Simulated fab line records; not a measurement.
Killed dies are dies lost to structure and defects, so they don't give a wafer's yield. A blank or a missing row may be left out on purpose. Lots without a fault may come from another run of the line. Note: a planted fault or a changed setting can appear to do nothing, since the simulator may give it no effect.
Shared-tool check ; flow berkeleyCmos170 ; 14 lots, 42 wafers sampled

== REASON IT WAS OPENED ==
At UCB170_NVT_TW_MEAS_09 the reading NVT_TW is flagged on 2 of 14 lots. No-fault wafers: 527, standard deviation 3.
Rule: a lot gets a flag if all its wafers with a number sit over 4 standard deviations from that mean, or if no wafer of it has a number. The rest of the lots are taken to be sound.

lot;measured;on;NVT_TW, wafer by wafer;flag
L583;day 5 21:45;filmMetro-03;523 521 522;
L585;day 6 09:34;filmMetro-02;530 528 531;
L587;day 7 04:58;filmMetro-02;532 528 530;
L589;day 7 09:15;filmMetro-02;531 533 529;
L588;day 7 09:29;filmMetro-03;524 524 523;
L590;day 7 21:07;filmMetro-01;530 531 529;
L592;day 8 04:55;filmMetro-01;531 527 527;
L591;day 8 05:10;filmMetro-03;527 525 525;
L594;day 8 18:53;filmMetro-01;529 529 527;
L595;day 8 19:09;filmMetro-03;487 488 487;FLAGGED
L598;day 9 11:08;filmMetro-01;486 489 486;FLAGGED
L600;day 10 05:34;filmMetro-03;528 526 528;
L603;day 10 12:05;filmMetro-01;526 528 530;
L602;day 10 12:11;filmMetro-03;527 526 529;
Average over the flagged lots: 487; offset from the usual -40, equal to -13 standard deviations.

== TOOL THAT RAN EACH LOT ==
The record keeps 1 process step preceding the reading, out of 331 steps on the route. Cell contents, in order: the tool; ch with the chambers the sampled wafers went through; the start.
lot;flag;UCB170_NVT_IMPLANT_07
L583;;implanter-01 ch 0, day 5 21:31
L585;;implanter-01 ch 0, day 6 09:21
L587;;implanter-03 ch 0, day 7 04:43
L589;;implanter-01 ch 0, day 7 09:01
L588;;implanter-03 ch 0, day 7 09:14
L590;;implanter-01 ch 0, day 7 20:52
L592;;implanter-01 ch 0, day 8 04:40
L591;;implanter-03 ch 0, day 8 04:55
L594;;implanter-03 ch 0, day 8 18:39
L595;FLAGGED;implanter-01 ch 0, day 8 18:54
L598;FLAGGED;implanter-01 ch 0, day 9 10:53
L600;;implanter-03 ch 0, day 10 05:19
L603;;implanter-02 ch 0, day 10 11:50
L602;;implanter-03 ch 0, day 10 11:55
What these steps do:
- UCB170_NVT_IMPLANT_07
- UCB170_NVT_TW_MEAS_09

== FLAGGED AGAINST TOTAL, ONE TOOL AT A TIME (gauges that did the reading follow at the end) ==
step;tool;lots run;flagged;share of the flagged lots;sound lots run after its first flagged lot
UCB170_NVT_IMPLANT_07;implanter-01;7;2;all;0
UCB170_NVT_IMPLANT_07;implanter-02;1;0;none;-
UCB170_NVT_IMPLANT_07;implanter-03;6;0;none;-
UCB170_NVT_TW_MEAS_09;filmMetro-01;5;1;some;1 (L603)
UCB170_NVT_TW_MEAS_09;filmMetro-02;3;0;none;-
UCB170_NVT_TW_MEAS_09;filmMetro-03;6;1;some;2 (L600,L602)

== WHAT THE TABLE ALLOWS ==
All flagged lots share 1 row of the table, namely implanter-01 at UCB170_NVT_IMPLANT_07.
- implanter-01 at UCB170_NVT_IMPLANT_07 ran 7 lots, 2 of them flagged. Last sound lot L592 at day 8 04:40, first flagged lot L595 at day 8 18:54; a fault beginning in between fits. Its own readings (doseIonsCm2, faradayCurrentUA) fall more than 4 standard deviations out on all wafers of the flagged lots.
One tool is left: implanter-01 at UCB170_NVT_IMPLANT_07.

== WHAT HAD BEEN PUT IN BY THE SIMULATOR ==
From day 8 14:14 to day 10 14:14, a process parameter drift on implanter-01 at UCB170_NVT_IMPLANT_07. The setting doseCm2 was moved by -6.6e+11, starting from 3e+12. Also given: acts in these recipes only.
Lots struck among those shown: L595, L598. This agrees with what the rule above found.
